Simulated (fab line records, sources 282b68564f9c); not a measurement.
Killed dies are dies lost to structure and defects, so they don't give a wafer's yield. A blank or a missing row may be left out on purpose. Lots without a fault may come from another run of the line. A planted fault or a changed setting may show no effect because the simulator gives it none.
A struck lot beside a sound one | flow rit_cmos | 44 steps out of a route of 202
Sound: wafers L120.1, L120.3, L120.5. Struck: wafers L130.4, L130.5, L130.6. The cause comes at the end.
At each step with rows: each side's tool, then ch and its chambers, then its first start. Under that, the readings that differ: sound wafers | struck wafers | difference of the means | sigmas: that difference in standard deviations of wafers without a fault.
alike: readings whose means differ by less than 2 such deviations, and words and numbers that are the same on both sides. not compared: withheld readings, readings that some wafer has no value for, bounds like >300 that may hide the same value, and numbers for which the record gives no deviation and whose values overlap.
The two part at a step that has a row with sigmas, a row that says differs or no value, or rows on one side only. Numbers that don't overlap but have no deviation are shown without sigmas and don't part them. A reading that every wafer of one side lacks parts them only if that side has two wafers or more.

first, 4 steps without rows for these wafers: RIT_PLDD_SOFTBAKE_02 (time 60 s); RIT_PLDD_EXPOSE_03 (exposes mask M8, target cd 40900 nm); RIT_PLDD_PEB_04; RIT_PLDD_DEVELOP_05 (develop time 50 s).
RIT_PLDD_OVL_MEAS_06:
  sound on overlay-01, day 3 20:05; struck on overlay-02, day 5 21:01
  reading       | sound          | struck      | difference | sigmas
  PLDD_OVL (nm) | -2.3 -2.5 -2.0 | 2.8 2.0 3.7 | +5.1       | +4
then, 2 steps without rows for these wafers: RIT_PLDD_HARDBAKE_07 (time 60 s); RIT_PLDD_IMPLANT_08.
RIT_PLDD_STRIP_09: strips in O2, time 180 s.
  sound on plasma_asher-04 ch 0, day 3 20:25; struck on plasma_asher-04 ch 0,1, day 5 21:24
  alike: drypump_motor_current_A, rf_refl_power_W
  not compared: rf_hours_counter_h
RIT_PLDD_TW_MEAS_10:
  sound on film_metro-03, day 3 20:35; struck on film_metro-01, day 5 21:32
  alike: PLDD_TW
then, 3 steps without rows for these wafers: RIT_SPACER_CLEAN_00 (cleans in SC1, time 600 s); RIT_SPACER_CLEAN_01 (cleans in dHF, time 30 s); RIT_SPACER_CLEAN_02 (cleans in SC2, time 600 s).
RIT_SPACER_CVD_03: deposits Si3N4 from SiH2Cl2/NH3, target thk 250 nm, time 3300 s.
  sound on lpcvd-01 ch 1, day 3 21:12; struck on lpcvd-02 ch 1, day 5 21:57
  reading                                  | sound         | struck            | difference | sigmas
  model.Si3N4_of_SPACER_CVD_03.thk_nm (nm) | 248.6 248 247 | 131.8 133.2 131.6 | -115.7     |
  alike: spike_tc_source_C, susceptor_temp_C
RIT_SPACER_THK_MEAS_04:
  sound on film_metro-03, day 3 23:07; struck on film_metro-02, day 5 23:54
  reading                 | sound             | struck            | difference | sigmas
  SPACER_NITRIDE_THK (nm) | 248.6 247.8 247.1 | 131.8 133.2 131.6 | -115.6     | -48
RIT_SPACER_ETCHBACK_05: etches Si3N4 in SF6/CHF3, stops on SiO2, target depth 250 nm, time 240 s.
  sound on rie_diel-04 ch 0,2, day 3 23:11; struck on rie_diel-04 ch 0,2,3, day 5 23:56
  reading                  | sound             | struck            | difference | sigmas
  oes_product_au (a.u.)    | 0.845 0.854 0.849 | 0.559 0.556 0.574 | -0.286     | -22
  model.etch.depth_nm (nm) | 248.6 248 247     | 131.8 133.2 131.6 | -115.7     |
  alike: drypump_motor_current_A, throttle_valve_pct
  not compared: rf_hours_counter_h
then, 6 steps without rows for these wafers: RIT_NSD_HMDS_00 (prime time 60 s); RIT_NSD_COAT_01 (resist thk 1000 nm); RIT_NSD_SOFTBAKE_02 (time 60 s); RIT_NSD_EXPOSE_03 (exposes mask M9, target cd 40700 nm); RIT_NSD_PEB_04; RIT_NSD_DEVELOP_05 (develop time 50 s).
RIT_NSD_OVL_MEAS_06:
  sound on overlay-01, day 4 00:11; struck on overlay-01, day 6 00:57
  alike: NSD_OVL
then, 2 steps without rows for these wafers: RIT_NSD_HARDBAKE_07 (time 60 s); RIT_NSD_IMPLANT_08.
RIT_NSD_STRIP_09: strips in O2, time 180 s.
  sound on plasma_asher-01 ch 0,1, day 4 00:31; struck on plasma_asher-02 ch 0,1, day 6 01:20
  alike: drypump_motor_current_A, rf_refl_power_W
  not compared: rf_hours_counter_h
RIT_NSD_TW_MEAS_10:
  sound on film_metro-02, day 4 00:41; struck on film_metro-01, day 6 01:28
  reading | sound          | struck         | difference | sigmas
  NSD_TW  | 3093 3081 3087 | 3130 3127 3144 | +47        | +2
then, 6 steps without rows for these wafers: RIT_PSD_HMDS_00 (prime time 60 s); RIT_PSD_COAT_01 (resist thk 1000 nm); RIT_PSD_SOFTBAKE_02 (time 60 s); RIT_PSD_EXPOSE_03 (exposes mask M10, target cd 40900 nm); RIT_PSD_PEB_04; RIT_PSD_DEVELOP_05 (develop time 50 s).
RIT_PSD_OVL_MEAS_06:
  sound on overlay-01, day 4 01:44; struck on overlay-01, day 6 02:40
  alike: PSD_OVL
then, 2 steps without rows for these wafers: RIT_PSD_HARDBAKE_07 (time 60 s); RIT_PSD_IMPLANT_08.
RIT_PSD_STRIP_09: strips in O2, time 180 s.
  sound on plasma_asher-04 ch 0,1, day 4 02:04; struck on plasma_asher-03 ch 0,1, day 6 03:02
  alike: drypump_motor_current_A, rf_refl_power_W
  not compared: rf_hours_counter_h
RIT_PSD_TW_MEAS_10:
  sound on film_metro-01, day 4 02:14; struck on film_metro-02, day 6 03:11
  reading | sound          | struck         | difference | sigmas
  PSD_TW  | 3460 3467 3456 | 3426 3405 3401 | -50        | -2
then, 3 steps without rows for these wafers: RIT_SDANNEAL_CLEAN_00 (cleans in SC1, time 600 s); RIT_SDANNEAL_CLEAN_01 (cleans in dHF, time 30 s); RIT_SDANNEAL_CLEAN_02 (cleans in SC2, time 600 s).
RIT_SDANNEAL_RTA_03: time 5 s.
  sound on rtp_anneal-02 ch 0, day 4 02:42; struck on rtp_anneal-02 ch 0, day 6 03:41
  alike: ramp_down_c_per_s, ramp_up_c_per_s, wafer_temp_C_max
RIT_SDANNEAL_RS_MEAS_04: measures by four-point-probe.
  sound on film_metro-03, day 4 02:45; struck on film_metro-02, day 6 03:46
  alike: PSD_RS
RIT_SILICIDE_WET_ETCH_00: etches SiO2 in BOE, target depth 14 nm, time 15 s.
  sound on wet_bench-02 ch 0, day 4 03:14; struck on wet_bench-02 ch 3, day 6 04:11
  reading                                  | sound           | struck            | difference | sigmas
  model.Si3N4_of_SPACER_CVD_03.thk_nm (nm) | 193.8 193.5 193 | 102.6 103.6 102.1 | -90.7      |
RIT_M1_PROBE_99:
  sound on prober-02, day 4 11:40; struck on prober-02, day 6 11:19
  reading            | sound | struck | difference | sigmas
  killed_at_M0_to_M3 | 0 0 0 | 1 0 0  | +0         | +2
  alike: killed_at_contacts, killed_at_front_end, killed_dies, killed_open, killed_short
  not compared: model.etest.pldd.width_nm, model.etest.nldd.width_nm, model.etest.nplus_sal.width_nm, model.etest.pplus_sal.width_nm, model.etest.pwell_pinched.rs_ohm_sq, model.etest.nwell_pinched.rs_ohm_sq, model.etest.well_edge_right.line_ohm_um, model.etest.well_edge_left.line_ohm_um

WHERE THEY PART
First at RIT_PLDD_OVL_MEAS_06; last, within this record, at RIT_M1_PROBE_99.

WHY: what the simulator had put in
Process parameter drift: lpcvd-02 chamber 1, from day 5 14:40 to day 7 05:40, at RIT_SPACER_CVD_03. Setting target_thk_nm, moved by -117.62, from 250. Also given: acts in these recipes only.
